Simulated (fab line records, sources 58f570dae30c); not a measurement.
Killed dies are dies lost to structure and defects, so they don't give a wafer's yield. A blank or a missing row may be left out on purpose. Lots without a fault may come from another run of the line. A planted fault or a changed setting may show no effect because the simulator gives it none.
Which tool did it? | flow berkeley_cmos170 | 14 lots, 42 wafers sampled, at 4 steps of a route of 331

WHAT THE GAUGES READ, wafer by wafer
UCB170_GATE_CD_MEAS_12: target cd 350 nm.
lot  | measured     | on        | cd_nm (nm)
L320 | day 7 19:28  | cd_sem-01 | 350.5 350.1 351.5
L321 | day 7 19:39  | cd_sem-02 | 348.3 348.3 349.4
L322 | day 7 19:46  | cd_sem-01 | 348.9 348.4 347.9
L323 | day 8 08:25  | cd_sem-02 | 349.9 349.6 351.0
L324 | day 8 09:01  | cd_sem-01 | 348.8 350.1 349.7
L326 | day 8 09:34  | cd_sem-01 | 349.2 350.1 351.4
L328 | day 9 06:28  | cd_sem-02 | 351.3 352.1 351.2
L331 | day 9 06:43  | cd_sem-02 | 349.7 350.0 350.8
L332 | day 9 06:50  | cd_sem-01 | 348.3 348.7 348.4
L333 | day 10 01:58 | cd_sem-02 | 349.7 348.0 347.6
L337 | day 10 17:53 | cd_sem-01 | 352.9 353.3 353.2
L339 | day 11 09:48 | cd_sem-01 | 347.8 348.1 349.1
L338 | day 11 10:32 | cd_sem-01 | 349.0 350.8 350.2
L342 | day 11 21:16 | cd_sem-01 | 350.9 350.2 349.3

UCB170_PLDD_CD_MEAS_06: target cd 1200 nm.
lot  | measured     | on        | cd_nm (nm)
L320 | day 7 21:14  | cd_sem-02 | 1202.0 1203.4 1201.5
L321 | day 7 21:47  | cd_sem-02 | 1198.9 1199.0 1197.5
L322 | day 7 21:49  | cd_sem-01 | 1200.0 1197.3 1198.1
L323 | day 8 13:04  | cd_sem-02 | 1198.6 1198.1 1198.5
L324 | day 8 13:37  | cd_sem-01 | 1201.0 1201.3 1202.6
L326 | day 8 13:39  | cd_sem-02 | 1200.5 1201.0 1200.4
L328 | day 9 08:56  | cd_sem-02 | 1199.6 1197.1 1198.8
L331 | day 9 09:21  | cd_sem-01 | 1197.9 1197.1 1199.9
L332 | day 9 09:28  | cd_sem-01 | 1224.6 1225.7 1224.8
L333 | day 10 04:31 | cd_sem-02 | 1220.3 1219.8 1219.9
L337 | day 10 19:42 | cd_sem-01 | 1199.7 1200.4 1199.6
L339 | day 11 12:13 | cd_sem-02 | 1200.1 1200.9 1200.9
L338 | day 11 12:43 | cd_sem-01 | 1199.4 1198.3 1198.3
L342 | day 11 23:32 | cd_sem-01 | 1200.1 1199.5 1198.6

UCB170_NLDD_CD_MEAS_06: target cd 1200 nm.
lot  | measured     | on        | cd_nm (nm)
L320 | day 7 23:11  | cd_sem-01 | 1201.4 1201.7 1201.3
L321 | day 7 23:35  | cd_sem-02 | 1199.8 1198.3 1199.9
L322 | day 7 23:28  | cd_sem-01 | 1201.3 1201.9 1201.6
L323 | day 8 15:33  | cd_sem-01 | 1198.5 1198.7 1199.0
L324 | day 8 16:06  | cd_sem-01 | 1199.0 1198.3 1199.6
L326 | day 8 16:10  | cd_sem-02 | 1200.8 1200.1 1200.2
L328 | day 9 10:40  | cd_sem-02 | 1200.2 1200.0 1200.1
L331 | day 9 13:05  | cd_sem-01 | 1200.7 1199.6 1200.5
L332 | day 9 13:35  | cd_sem-01 | 1200.3 1199.3 1200.5
L333 | day 10 11:10 | cd_sem-02 | 1203.2 1202.3 1203.0
L337 | day 10 21:38 | cd_sem-02 | 1200.7 1199.0 1199.4
L339 | day 11 14:16 | cd_sem-02 | 1201.1 1198.6 1201.0
L338 | day 11 14:35 | cd_sem-02 | 1197.3 1197.3 1198.1
L342 | day 12 01:36 | cd_sem-01 | 1201.8 1203.8 1202.8

WHICH TOOL RAN EACH LOT (tool, then ch and the chambers of the sampled wafers, then the start)
lot  | UCB170_PLDD_PEB_04
L320 | litho_track-02 ch 0, day 7 20:58
L321 | litho_track-02 ch 0, day 7 21:31
L322 | litho_track-01 ch 0, day 7 21:32
L323 | litho_track-01 ch 0, day 8 12:00
L324 | litho_track-01 ch 0, day 8 13:00
L326 | litho_track-03 ch 0, day 8 13:00
L328 | litho_track-03 ch 0, day 9 08:39
L331 | litho_track-02 ch 0, day 9 09:04
L332 | litho_track-03 ch 0, day 9 09:11
L333 | litho_track-03 ch 0, day 10 04:14
L337 | litho_track-02 ch 0, day 10 19:26
L339 | litho_track-01 ch 0, day 11 11:56
L338 | litho_track-02 ch 0, day 11 12:27
L342 | litho_track-01 ch 0, day 11 23:16
- UCB170_PLDD_PEB_04

WHAT THE TOOLS THEMSELVES READ (means of the sampled wafers that have a number; where no wafer has one, the mark that the record gives instead)
UCB170_PLDD_PEB_04.
lot  | tool           | heater_power_total_W (W) | plate_temp_C (C)
L320 | litho_track-02 | 56.79                    | 129.84
L321 | litho_track-02 | 56.79                    | 129.92
L322 | litho_track-01 | 56.77                    | 130.03
L323 | litho_track-01 | 56.81                    | 130.18
L324 | litho_track-01 | 56.83                    | 130.02
L326 | litho_track-03 | 56.81                    | 130.09
L328 | litho_track-03 | 56.80                    | 130.01
L331 | litho_track-02 | 56.80                    | 129.97
L332 | litho_track-03 | 59.33                    | 134.45
L333 | litho_track-03 | 59.32                    | 134.43
L337 | litho_track-02 | 56.77                    | 129.88
L339 | litho_track-01 | 56.81                    | 130.01
L338 | litho_track-02 | 56.78                    | 129.92
L342 | litho_track-01 | 56.81                    | 129.88

THE ANSWER, worked out from the rows above alone
Rule: what is usual is taken from the lots themselves. Put in order of their means at a reading, lots are off if they are a third of the lots or fewer, leave a main group of 4 or more, and stand apart from it by a gap of 3 or more times the standard deviation of the main group's means; of several such gaps the widest counts. A main group whose means are all the same, to the digits that the tables above print for the reading, isn't used. A lot without any number at a reading at which 4 lots or more have one is off too. The other lots that the step has rows for count as sound. The gauges are gone through in route order, then the tools' own readings, and for those a lot's mean is taken as printed above. The first step at which some lot is off is used, and at that step the reading that is off furthest; a lot without a number counts as furthest.
Off: L332, L333, at UCB170_PLDD_CD_MEAS_06 (cd_nm). The main group: mean 1199.6 nm, standard deviation 1.3.
A tool fits if, at a process step before that reading, it ran every lot that is off, and no sound lot after the first of them. The gauges at UCB170_PLDD_CD_MEAS_06 aren't tried: what is off there is off at UCB170_PLDD_PEB_04 too, on other tools, and a gauge's error can't cause that. One fits: litho_track-03 at UCB170_PLDD_PEB_04. Its last sound lot is L328 (day 9 08:39), its first lot that is off L332 (day 9 09:11): a fault that began between those two fits.
The tool's own readings at UCB170_PLDD_PEB_04 bear it out: on the lots that are off they differ by more than 5 times the standard deviation of the sound lots' means. heater_power_total_W reads 59.33 W there against 56.80 W on the sound lots; plate_temp_C reads 134.44 C there against 129.98 C on the sound lots.

WHAT THE SIMULATOR HAD PUT IN
Process parameter drift: litho_track-03, from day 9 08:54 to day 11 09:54, at UCB170_PLDD_PEB_04. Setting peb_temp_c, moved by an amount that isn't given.
Lots struck among those shown: L332, L333. The rule above found the same.
